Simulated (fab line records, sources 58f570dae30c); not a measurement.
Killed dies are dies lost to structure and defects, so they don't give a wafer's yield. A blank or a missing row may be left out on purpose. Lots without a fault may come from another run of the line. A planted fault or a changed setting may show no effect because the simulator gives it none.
Chamber matching | flow berkeley_cmos170 | UCB170_SPACER_ETCHBACK_03 on rie_diel-02: 4 sister chambers
The step etches SiO2 in CHF3/CF4/Ar, stops on Si, target depth 376 nm, time 100 s. 4 wafers are shown with their chamber, then 7 later ones without.

WAFERS WITH THEIR CHAMBER
wafer  | chamber | throttle_valve_pct (%)
L204.6 | 0       | 6.47
L209.5 | 3       | 6.52
L215.1 | 2       | 6.41
L215.5 | 1       | 6.44

WAFERS WITHOUT THEIR CHAMBER
wafer  | throttle_valve_pct (%)
L215.6 | 6.54
L220.1 | 6.55
L220.4 | 6.43
L220.6 | 6.49
L222.1 | 6.55
L222.4 | 6.46
L222.5 | 6.54

WHICH CHAMBER EACH WENT THROUGH
wafer  | from the rows above          | in truth
L215.6 | 3                            | 3
L220.1 | 3                            | 3
L220.4 | can't be placed: 1 or 2 or 0 | 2
L220.6 | can't be placed: 0 or 3 or 1 | 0
L222.1 | 3                            | 3
L222.4 | can't be placed: 0 or 1 or 2 | 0
L222.5 | 3                            | 3
Placed correctly: 4 of 7. Can't be placed from these rows: 3 (the true chamber is among the candidates in 3). Placed wrongly: 0.
How it was worked out, from the rows above alone: a wafer's distance from a chamber is the root of the sum, over the readings, of the square of ((its reading less the chamber's mean) divided by the reading's scatter). The wafer belongs to the nearest chamber; if the next one is less than 2 further off, it can't be placed. A chamber's mean is the mean of its shown wafers. The scatter: with one shown wafer a chamber, the root of the mean of the squares of how far each hidden wafer lies from its nearest shown one.
